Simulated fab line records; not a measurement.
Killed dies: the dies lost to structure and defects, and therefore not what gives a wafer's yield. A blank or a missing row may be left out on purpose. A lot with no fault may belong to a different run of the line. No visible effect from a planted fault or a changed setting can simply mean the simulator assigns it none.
Struck lot and sound lot, side by side	flow rit_cmos	18 steps out of a route of 202
Sound: these wafers, L522.3, L522.4, L522.5. Struck: wafer L521.6 (L521.1, L521.5, from the same lot, were not struck and are left out); the cause is given at the end.
Each step with rows lists, per side, the tool, then ch with its chambers, then its first start. Under that, the readings that differ: sound wafers	struck wafers	difference of the means	sigmas: that difference in standard deviations of wafers without a fault.
alike: same words and numbers on both sides, and readings whose means sit less than 2 such deviations apart. not compared: any withheld reading, any reading some wafer has no value for, any bound like >300 that may hide the same value, and any number with overlapping values for which the record gives no deviation.
A row with sigmas, a row that says differs or no value, or rows on one side alone: a step with any of these is where the two part. Non-overlapping numbers with no deviation appear without sigmas and do not part them. Lack of a reading on every wafer of one side parts them only where that side has two or more wafers.

RIT_M1_SPUTTER_00: material Al, target thk 400 nm, time 500 s.
  sound: pvd_sputter-04 at day 5 23:20; struck: pvd_sputter-02 at day 5 19:13
reading	sound	struck	difference	sigmas
throttle_valve_pct (%)	28.7 30.6 30.0	27.2	-2.6	-2
RIT_M1_RS_MEAS_01: measures by four-point-probe.
  sound: film_metro-01 at day 5 23:41; struck: film_metro-02 at day 5 19:31
  alike: M1_AL_RS
RIT_M1_THK_MEAS_02: measures by xrf.
  sound: film_metro-01 at day 5 23:47; struck: film_metro-02 at day 5 19:38
  alike: M1_AL_THK
then, 6 steps without rows for these wafers: RIT_M1_HMDS_03 (prime time 60 s); RIT_M1_COAT_04 (resist thk 1300 nm); RIT_M1_SOFTBAKE_05 (time 60 s); RIT_M1_EXPOSE_06 (exposes mask M12, target cd 2600 nm); RIT_M1_PEB_07; RIT_M1_DEVELOP_08 (develop time 68 s).
RIT_M1_CD_MEAS_09: target cd 2600 nm.
  sound: cd_sem-01 at day 6 00:52; struck: cd_sem-01 at day 5 20:35
  alike: cd_nm
RIT_M1_OVL_MEAS_10:
  sound: overlay-02 at day 6 00:57; struck: overlay-01 at day 5 20:42
  alike: M1_OVL
then, 1 step without rows for these wafers: RIT_M1_HARDBAKE_11 (time 120 s).
RIT_M1_METAL_ETCH_12: etches Al in Cl2/BCl3, stops on SiO2, time 165 s, target depth 600 nm.
  sound on rie_metal-02 ch 0,1, day 6 01:17; struck on rie_metal-03 ch 0, day 5 20:59
reading	sound	struck	difference	sigmas
rf_fwd_power_W (W)	248.9 248.1 248.0	348.5	+100.2	+99 or more
model.NOVOLAK_of_M1_COAT_04.thk_nm (nm)	810.7 810.5 810.7	693.4	-117.2	
model.M1.cd_nm (nm)	2602 2601 2603	2584	-18	
model.M1.feature_depth_nm (nm)	427.2 428.1 430.2	447.7	+19.2	
  alike: drypump_motor_current_A, oes_product_au, throttle_valve_pct
  not compared: rf_hours_counter_h
then, 1 step without rows for these wafers: RIT_M1_STRIP_13 (strips in nmp, time 600 s).
RIT_M1_STRIP_14: strips in O2, time 180 s.
  sound on plasma_asher-02 ch 0,1, day 6 01:37; struck on plasma_asher-02 ch 1, day 5 21:19
  alike: drypump_motor_current_A, o2_flow_sccm
  not compared: rf_hours_counter_h
RIT_M1_CD_MEAS_90: target cd 2600 nm.
  sound: cd_sem-02 at day 6 01:47; struck: cd_sem-02 at day 5 21:30
reading	sound	struck	difference	sigmas
cd_nm (nm)	2601 2601 2603	2584	-18	-6
then, 1 step without rows for these wafers: RIT_M1_ANNEAL_15 (time 1800 s).
RIT_M1_PROBE_99:
  sound: prober-02 at day 6 03:35; struck: prober-01 at day 5 23:29
reading	sound	struck	difference	sigmas
killed_on_rim	1 0 7	0	-3	-2
model.etest.m1.width_nm (nm)	2596 2606 2601	2582	-19	
model.etest.antenna_m1.gate_log10_a_cm2	-6.195 -6.131 -6.034	-5.053	+1.067	
model.etest.antenna_m1.vt_shift_v (V)	-0.01129 -0.01181 -0.01461	-0.04337	-0.03080	
  alike: defect_limited_yield, killed_at_front_end, killed_dies, killed_open, killed_short, sort_bin_3_pad_short, sort_bin_5_function, sort_bin_6_memory, sort_n_pass, sort_yield_pct

WHERE THEY PART
Last at RIT_M1_PROBE_99 as far as this record goes, first at RIT_M1_SPUTTER_00.

WHY: whatever the simulator had introduced
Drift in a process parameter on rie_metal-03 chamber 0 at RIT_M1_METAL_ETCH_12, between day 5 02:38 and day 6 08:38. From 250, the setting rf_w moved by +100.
